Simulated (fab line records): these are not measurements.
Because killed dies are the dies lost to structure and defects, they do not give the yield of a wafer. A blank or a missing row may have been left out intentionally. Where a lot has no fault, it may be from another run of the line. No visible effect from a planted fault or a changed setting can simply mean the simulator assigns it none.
Which tool is to blame? || flow berkeley_cmos170 || Sampling: 14 lots, 42 wafers, 5 of 331 route steps

== WHAT THE GAUGES SHOWED, per wafer ==
UCB170_NWELL_TW_MEAS_16. Usual: NWELL_TW gives 1243 (standard deviation 14).
{"lot": "L343", "measured": "day 2 09:21", "on": "film_metro-02", "NWELL_TW": "1239 1246 1240", "flag": ""}
{"lot": "L344", "measured": "day 2 12:03", "on": "film_metro-02", "NWELL_TW": "1236 1235 1230", "flag": ""}
{"lot": "L345", "measured": "day 2 17:53", "on": "film_metro-03", "NWELL_TW": "1227 1235 1247", "flag": ""}
{"lot": "L347", "measured": "day 3 05:59", "on": "film_metro-03", "NWELL_TW": "1239 1235 1234", "flag": ""}
{"lot": "L348", "measured": "day 3 12:04", "on": "film_metro-02", "NWELL_TW": "1234 1228 1236", "flag": ""}
{"lot": "L349", "measured": "day 3 20:37", "on": "film_metro-03", "NWELL_TW": "1243 1240 1234", "flag": ""}
{"lot": "L352", "measured": "day 4 13:22", "on": "film_metro-02", "NWELL_TW": "1234 1235 1234", "flag": ""}
{"lot": "L356", "measured": "day 5 01:28", "on": "film_metro-02", "NWELL_TW": "1233 1236 1228", "flag": ""}
{"lot": "L360", "measured": "day 6 03:50", "on": "film_metro-03", "NWELL_TW": "1240 1232 1240", "flag": ""}
{"lot": "L361", "measured": "day 6 06:19", "on": "film_metro-02", "NWELL_TW": "1232 1228 1235", "flag": ""}
{"lot": "L362", "measured": "day 6 15:11", "on": "film_metro-03", "NWELL_TW": "1241 1239 1244", "flag": ""}
{"lot": "L363", "measured": "day 6 18:02", "on": "film_metro-04", "NWELL_TW": "1277 1273 1271", "flag": ""}
{"lot": "L364", "measured": "day 7 00:11", "on": "film_metro-02", "NWELL_TW": "1229 1231 1228", "flag": ""}
{"lot": "L365", "measured": "day 7 02:53", "on": "film_metro-03", "NWELL_TW": "1247 1244 1244", "flag": ""}

UCB170_NVT_TW_MEAS_09. Usual: NVT_TW gives 524 (standard deviation 7.6).
{"lot": "L343", "measured": "day 5 15:57", "on": "film_metro-03", "NVT_TW": "518 514 519", "flag": ""}
{"lot": "L344", "measured": "day 5 21:41", "on": "film_metro-02", "NVT_TW": "515 518 516", "flag": ""}
{"lot": "L345", "measured": "day 5 21:49", "on": "film_metro-03", "NVT_TW": "520 517 520", "flag": ""}
{"lot": "L347", "measured": "day 6 06:29", "on": "film_metro-02", "NVT_TW": "517 519 522", "flag": ""}
{"lot": "L348", "measured": "day 6 16:13", "on": "film_metro-04", "NVT_TW": "538 536 536", "flag": ""}
{"lot": "L349", "measured": "day 7 03:56", "on": "film_metro-03", "NVT_TW": "523 521 521", "flag": ""}
{"lot": "L352", "measured": "day 7 19:45", "on": "film_metro-03", "NVT_TW": "486 490 488", "flag": "OFF"}
{"lot": "L356", "measured": "day 8 05:53", "on": "film_metro-04", "NVT_TW": "500 501 499", "flag": "OFF"}
{"lot": "L360", "measured": "day 9 15:41", "on": "film_metro-03", "NVT_TW": "523 521 520", "flag": ""}
{"lot": "L361", "measured": "day 9 15:55", "on": "film_metro-04", "NVT_TW": "530 531 530", "flag": ""}
{"lot": "L362", "measured": "day 9 20:17", "on": "film_metro-04", "NVT_TW": "532 531 527", "flag": ""}
{"lot": "L363", "measured": "day 10 03:25", "on": "film_metro-03", "NVT_TW": "518 520 518", "flag": ""}
{"lot": "L364", "measured": "day 10 03:37", "on": "film_metro-04", "NVT_TW": "536 536 534", "flag": ""}
{"lot": "L365", "measured": "day 10 03:08", "on": "film_metro-04", "NVT_TW": "538 535 535", "flag": ""}

== WHAT TOOL EACH LOT RAN ON (gives the tool, then ch and the chambers of the sampled wafers, and finally the start) ==
{"lot": "L343", "UCB170_ACTIVE_STRIP_16": "plasma_asher-04 ch 0,1, day 4 10:37", "UCB170_PFIELD_STRIP_08": "plasma_asher-01 ch 0,1, day 4 12:16", "UCB170_NVT_IMPLANT_07": "implanter-03 ch 0, day 5 15:42"}
{"lot": "L344", "UCB170_ACTIVE_STRIP_16": "plasma_asher-04 ch 0,1, day 4 16:49", "UCB170_PFIELD_STRIP_08": "plasma_asher-01 ch 0,1, day 4 19:08", "UCB170_NVT_IMPLANT_07": "implanter-03 ch 0, day 5 21:26"}
{"lot": "L345", "UCB170_ACTIVE_STRIP_16": "plasma_asher-02 ch 0,1, day 4 16:36", "UCB170_PFIELD_STRIP_08": "plasma_asher-02 ch 0,1, day 4 19:02", "UCB170_NVT_IMPLANT_07": "implanter-02 ch 0, day 5 21:37"}
{"lot": "L347", "UCB170_ACTIVE_STRIP_16": "plasma_asher-04 ch 0,1, day 4 23:33", "UCB170_PFIELD_STRIP_08": "plasma_asher-01 ch 0,1, day 5 01:08", "UCB170_NVT_IMPLANT_07": "implanter-02 ch 0, day 6 06:14"}
{"lot": "L348", "UCB170_ACTIVE_STRIP_16": "plasma_asher-02 ch 0,1, day 5 07:52", "UCB170_PFIELD_STRIP_08": "plasma_asher-04 ch 0,1, day 5 09:43", "UCB170_NVT_IMPLANT_07": "implanter-02 ch 0, day 6 15:58"}
{"lot": "L349", "UCB170_ACTIVE_STRIP_16": "plasma_asher-02 ch 0,1, day 5 19:21", "UCB170_PFIELD_STRIP_08": "plasma_asher-02 ch 0,1, day 5 21:31", "UCB170_NVT_IMPLANT_07": "implanter-03 ch 0, day 7 03:41"}
{"lot": "L352", "UCB170_ACTIVE_STRIP_16": "plasma_asher-04 ch 0, day 6 10:56", "UCB170_PFIELD_STRIP_08": "plasma_asher-02 ch 0,1, day 6 13:01", "UCB170_NVT_IMPLANT_07": "implanter-02 ch 0, day 7 19:31"}
{"lot": "L356", "UCB170_ACTIVE_STRIP_16": "plasma_asher-03 ch 1, day 6 20:27", "UCB170_PFIELD_STRIP_08": "plasma_asher-02 ch 0,1, day 6 22:43", "UCB170_NVT_IMPLANT_07": "implanter-02 ch 0, day 8 05:38"}
{"lot": "L360", "UCB170_ACTIVE_STRIP_16": "plasma_asher-04 ch 0,1, day 8 07:53", "UCB170_PFIELD_STRIP_08": "plasma_asher-04 ch 0,1, day 8 10:00", "UCB170_NVT_IMPLANT_07": "implanter-04 ch 0, day 9 15:27"}
{"lot": "L361", "UCB170_ACTIVE_STRIP_16": "plasma_asher-04 ch 0,1, day 8 07:18", "UCB170_PFIELD_STRIP_08": "plasma_asher-02 ch 0,1, day 8 09:16", "UCB170_NVT_IMPLANT_07": "implanter-03 ch 0, day 9 15:40"}
{"lot": "L362", "UCB170_ACTIVE_STRIP_16": "plasma_asher-03 ch 0,1, day 8 13:06", "UCB170_PFIELD_STRIP_08": "plasma_asher-01 ch 0,1, day 8 14:35", "UCB170_NVT_IMPLANT_07": "implanter-03 ch 0, day 9 20:05"}
{"lot": "L363", "UCB170_ACTIVE_STRIP_16": "plasma_asher-04 ch 0,1, day 8 22:03", "UCB170_PFIELD_STRIP_08": "plasma_asher-01 ch 0,1, day 9 00:07", "UCB170_NVT_IMPLANT_07": "implanter-03 ch 0, day 10 03:10"}
{"lot": "L364", "UCB170_ACTIVE_STRIP_16": "plasma_asher-03 ch 0,1, day 8 22:19", "UCB170_PFIELD_STRIP_08": "plasma_asher-01 ch 0,1, day 9 00:50", "UCB170_NVT_IMPLANT_07": "implanter-04 ch 0, day 10 03:22"}
{"lot": "L365", "UCB170_ACTIVE_STRIP_16": "plasma_asher-04 ch 0,1, day 8 22:27", "UCB170_PFIELD_STRIP_08": "plasma_asher-04 ch 0,1, day 9 00:54", "UCB170_NVT_IMPLANT_07": "implanter-04 ch 0, day 10 02:55"}
- UCB170_ACTIVE_STRIP_16: strips in O2.
- UCB170_PFIELD_STRIP_08: strips in O2.
- UCB170_NVT_IMPLANT_07

== WHAT THE TOOLS THEMSELVES READ (means of the sampled wafers that have a number; where no wafer has one, the mark that the record gives instead) ==
UCB170_ACTIVE_STRIP_16. Usual: drypump_motor_current_A 5.6 A, standard deviation 0.54; o2_flow_sccm 400.1 sccm, standard deviation 1.2; oes_product_au 0.721 a.u., standard deviation 0.005; strip_time_to_endpoint_s 18.07 s, standard deviation 0.13.
{"lot": "L343", "tool": "plasma_asher-04", "drypump_motor_current_A (A)": 5.1, "o2_flow_sccm (sccm)": 400.4, "oes_product_au (a.u.)": 0.722, "strip_time_to_endpoint_s (s)": 17.95, "flag": ""}
{"lot": "L344", "tool": "plasma_asher-04", "drypump_motor_current_A (A)": 5.1, "o2_flow_sccm (sccm)": 399.5, "oes_product_au (a.u.)": 0.725, "strip_time_to_endpoint_s (s)": 18.02, "flag": ""}
{"lot": "L345", "tool": "plasma_asher-02", "drypump_motor_current_A (A)": 5.7, "o2_flow_sccm (sccm)": 399.6, "oes_product_au (a.u.)": 0.719, "strip_time_to_endpoint_s (s)": 17.96, "flag": ""}
{"lot": "L347", "tool": "plasma_asher-04", "drypump_motor_current_A (A)": 5.5, "o2_flow_sccm (sccm)": 400.0, "oes_product_au (a.u.)": 0.719, "strip_time_to_endpoint_s (s)": 18.07, "flag": ""}
{"lot": "L348", "tool": "plasma_asher-02", "drypump_motor_current_A (A)": 5.7, "o2_flow_sccm (sccm)": 400.7, "oes_product_au (a.u.)": 0.720, "strip_time_to_endpoint_s (s)": 18.04, "flag": ""}
{"lot": "L349", "tool": "plasma_asher-02", "drypump_motor_current_A (A)": 6.0, "o2_flow_sccm (sccm)": 400.4, "oes_product_au (a.u.)": 0.722, "strip_time_to_endpoint_s (s)": 18.13, "flag": ""}
{"lot": "L352", "tool": "plasma_asher-04", "drypump_motor_current_A (A)": 5.8, "o2_flow_sccm (sccm)": 399.0, "oes_product_au (a.u.)": 0.720, "strip_time_to_endpoint_s (s)": 18.02, "flag": ""}
{"lot": "L356", "tool": "plasma_asher-03", "drypump_motor_current_A (A)": 6.0, "o2_flow_sccm (sccm)": 400.0, "oes_product_au (a.u.)": 0.722, "strip_time_to_endpoint_s (s)": 18.21, "flag": ""}
{"lot": "L360", "tool": "plasma_asher-04", "drypump_motor_current_A (A)": 5.5, "o2_flow_sccm (sccm)": 399.4, "oes_product_au (a.u.)": 0.721, "strip_time_to_endpoint_s (s)": 18.24, "flag": ""}
{"lot": "L361", "tool": "plasma_asher-04", "drypump_motor_current_A (A)": 5.5, "o2_flow_sccm (sccm)": 401.8, "oes_product_au (a.u.)": 0.726, "strip_time_to_endpoint_s (s)": 18.13, "flag": ""}
{"lot": "L362", "tool": "plasma_asher-03", "drypump_motor_current_A (A)": 6.0, "o2_flow_sccm (sccm)": 400.4, "oes_product_au (a.u.)": 0.720, "strip_time_to_endpoint_s (s)": 18.06, "flag": ""}
{"lot": "L363", "tool": "plasma_asher-04", "drypump_motor_current_A (A)": 5.1, "o2_flow_sccm (sccm)": 400.7, "oes_product_au (a.u.)": 0.723, "strip_time_to_endpoint_s (s)": 17.97, "flag": ""}
{"lot": "L364", "tool": "plasma_asher-03", "drypump_motor_current_A (A)": 6.1, "o2_flow_sccm (sccm)": 400.8, "oes_product_au (a.u.)": 0.721, "strip_time_to_endpoint_s (s)": 18.16, "flag": ""}
{"lot": "L365", "tool": "plasma_asher-04", "drypump_motor_current_A (A)": 5.1, "o2_flow_sccm (sccm)": 400.2, "oes_product_au (a.u.)": 0.719, "strip_time_to_endpoint_s (s)": 18.12, "flag": ""}

UCB170_PFIELD_STRIP_08. Usual: drypump_motor_current_A 5.6 A, standard deviation 0.52; o2_flow_sccm 400.1 sccm, standard deviation 1.2; oes_product_au 0.735 a.u., standard deviation 0.0043; strip_time_to_endpoint_s 21.62 s, standard deviation 0.072.
{"lot": "L343", "tool": "plasma_asher-01", "drypump_motor_current_A (A)": 5.5, "o2_flow_sccm (sccm)": 400.1, "oes_product_au (a.u.)": 0.730, "strip_time_to_endpoint_s (s)": 21.70, "flag": ""}
{"lot": "L344", "tool": "plasma_asher-01", "drypump_motor_current_A (A)": 5.8, "o2_flow_sccm (sccm)": 401.1, "oes_product_au (a.u.)": 0.733, "strip_time_to_endpoint_s (s)": 21.62, "flag": ""}
{"lot": "L345", "tool": "plasma_asher-02", "drypump_motor_current_A (A)": 6.0, "o2_flow_sccm (sccm)": 400.2, "oes_product_au (a.u.)": 0.731, "strip_time_to_endpoint_s (s)": 21.52, "flag": ""}
{"lot": "L347", "tool": "plasma_asher-01", "drypump_motor_current_A (A)": 5.5, "o2_flow_sccm (sccm)": 400.5, "oes_product_au (a.u.)": 0.733, "strip_time_to_endpoint_s (s)": 21.61, "flag": ""}
{"lot": "L348", "tool": "plasma_asher-04", "drypump_motor_current_A (A)": 5.0, "o2_flow_sccm (sccm)": 400.5, "oes_product_au (a.u.)": 0.739, "strip_time_to_endpoint_s (s)": 21.68, "flag": ""}
{"lot": "L349", "tool": "plasma_asher-02", "drypump_motor_current_A (A)": 6.0, "o2_flow_sccm (sccm)": 401.3, "oes_product_au (a.u.)": 0.736, "strip_time_to_endpoint_s (s)": 21.67, "flag": ""}
{"lot": "L352", "tool": "plasma_asher-02", "drypump_motor_current_A (A)": 5.7, "o2_flow_sccm (sccm)": 399.8, "oes_product_au (a.u.)": 0.733, "strip_time_to_endpoint_s (s)": 21.68, "flag": ""}
{"lot": "L356", "tool": "plasma_asher-02", "drypump_motor_current_A (A)": 6.0, "o2_flow_sccm (sccm)": 399.9, "oes_product_au (a.u.)": 0.735, "strip_time_to_endpoint_s (s)": 21.54, "flag": ""}
{"lot": "L360", "tool": "plasma_asher-04", "drypump_motor_current_A (A)": 5.1, "o2_flow_sccm (sccm)": 399.6, "oes_product_au (a.u.)": 0.734, "strip_time_to_endpoint_s (s)": 21.49, "flag": ""}
{"lot": "L361", "tool": "plasma_asher-02", "drypump_motor_current_A (A)": 5.7, "o2_flow_sccm (sccm)": 400.1, "oes_product_au (a.u.)": 0.732, "strip_time_to_endpoint_s (s)": 21.50, "flag": ""}
{"lot": "L362", "tool": "plasma_asher-01", "drypump_motor_current_A (A)": 5.5, "o2_flow_sccm (sccm)": 400.3, "oes_product_au (a.u.)": 0.738, "strip_time_to_endpoint_s (s)": 21.54, "flag": ""}
{"lot": "L363", "tool": "plasma_asher-01", "drypump_motor_current_A (A)": 5.8, "o2_flow_sccm (sccm)": 399.5, "oes_product_au (a.u.)": 0.736, "strip_time_to_endpoint_s (s)": 21.59, "flag": ""}
{"lot": "L364", "tool": "plasma_asher-01", "drypump_motor_current_A (A)": 5.8, "o2_flow_sccm (sccm)": 398.8, "oes_product_au (a.u.)": 0.736, "strip_time_to_endpoint_s (s)": 21.68, "flag": ""}
{"lot": "L365", "tool": "plasma_asher-04", "drypump_motor_current_A (A)": 5.5, "o2_flow_sccm (sccm)": 400.0, "oes_product_au (a.u.)": 0.734, "strip_time_to_endpoint_s (s)": 21.69, "flag": ""}

UCB170_NVT_IMPLANT_07. Usual: dose_ions_cm2 3.001e+12, standard deviation 3.1e+09; faraday_current_uA 9.52, standard deviation 0.21.
{"lot": "L343", "tool": "implanter-03", "dose_ions_cm2": 3.004e+12, "faraday_current_uA": 9.69, "flag": ""}
{"lot": "L344", "tool": "implanter-03", "dose_ions_cm2": 3.002e+12, "faraday_current_uA": 9.51, "flag": ""}
{"lot": "L345", "tool": "implanter-02", "dose_ions_cm2": 3.003e+12, "faraday_current_uA": 9.67, "flag": ""}
{"lot": "L347", "tool": "implanter-02", "dose_ions_cm2": 2.999e+12, "faraday_current_uA": 9.40, "flag": ""}
{"lot": "L348", "tool": "implanter-02", "dose_ions_cm2": 3.001e+12, "faraday_current_uA": 9.33, "flag": ""}
{"lot": "L349", "tool": "implanter-03", "dose_ions_cm2": 3.003e+12, "faraday_current_uA": 9.54, "flag": ""}
{"lot": "L352", "tool": "implanter-02", "dose_ions_cm2": 2.409e+12, "faraday_current_uA": 7.65, "flag": "OFF"}
{"lot": "L356", "tool": "implanter-02", "dose_ions_cm2": 2.410e+12, "faraday_current_uA": 7.66, "flag": "OFF"}
{"lot": "L360", "tool": "implanter-04", "dose_ions_cm2": 2.998e+12, "faraday_current_uA": 9.40, "flag": ""}
{"lot": "L361", "tool": "implanter-03", "dose_ions_cm2": 3.002e+12, "faraday_current_uA": 9.54, "flag": ""}
{"lot": "L362", "tool": "implanter-03", "dose_ions_cm2": 2.998e+12, "faraday_current_uA": 9.49, "flag": ""}
{"lot": "L363", "tool": "implanter-03", "dose_ions_cm2": 3.003e+12, "faraday_current_uA": 9.64, "flag": ""}
{"lot": "L364", "tool": "implanter-04", "dose_ions_cm2": 3.002e+12, "faraday_current_uA": 9.39, "flag": ""}
{"lot": "L365", "tool": "implanter-04", "dose_ions_cm2": 3.003e+12, "faraday_current_uA": 9.55, "flag": ""}

== THE ANSWER, worked out from the rows above alone ==
Rule: lot off if the mean of its wafers having a number is beyond 3 standard deviations from the usual mean. Also off: a lot with no number at a reading for which 4 or more lots have one. All remaining lots with rows at the step are treated as sound. After the gauges, taken in route order, come the tools' own readings; for these a lot's mean is taken, as printed above. The first step at which some lot is off is used, and at that step the reading that is off furthest; a lot without a number counts as furthest.
Off: L352, L356, seen at UCB170_NVT_TW_MEAS_09 (NVT_TW).
A tool fits if, at a process step before that reading, it ran every lot that is off, and no sound lot after the first of them. The gauges at UCB170_NVT_TW_MEAS_09 aren't tried: what is off there is off at UCB170_NVT_IMPLANT_07 too, on other tools, and a gauge's error can't cause that. One fits: implanter-02 at UCB170_NVT_IMPLANT_07. A fault onset in the window from L348 (day 6 15:58, its last sound lot) to L352 (day 7 19:31, its first lot off) fits.
The tool's own readings at UCB170_NVT_IMPLANT_07 bear it out: on the lots that are off they differ by more than 5 times the standard deviation of the sound lots' means. dose_ions_cm2 reads 2.410e+12 there against 3.002e+12 on the sound lots; faraday_current_uA reads 7.66 there against 9.51 on the sound lots.

== WHAT THE SIMULATOR HAD PUT IN ==
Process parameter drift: implanter-02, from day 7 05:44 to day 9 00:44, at UCB170_NVT_IMPLANT_07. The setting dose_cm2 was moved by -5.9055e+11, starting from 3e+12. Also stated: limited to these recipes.
Struck lots among those shown: L352, L356. This agrees with what the rule above found.
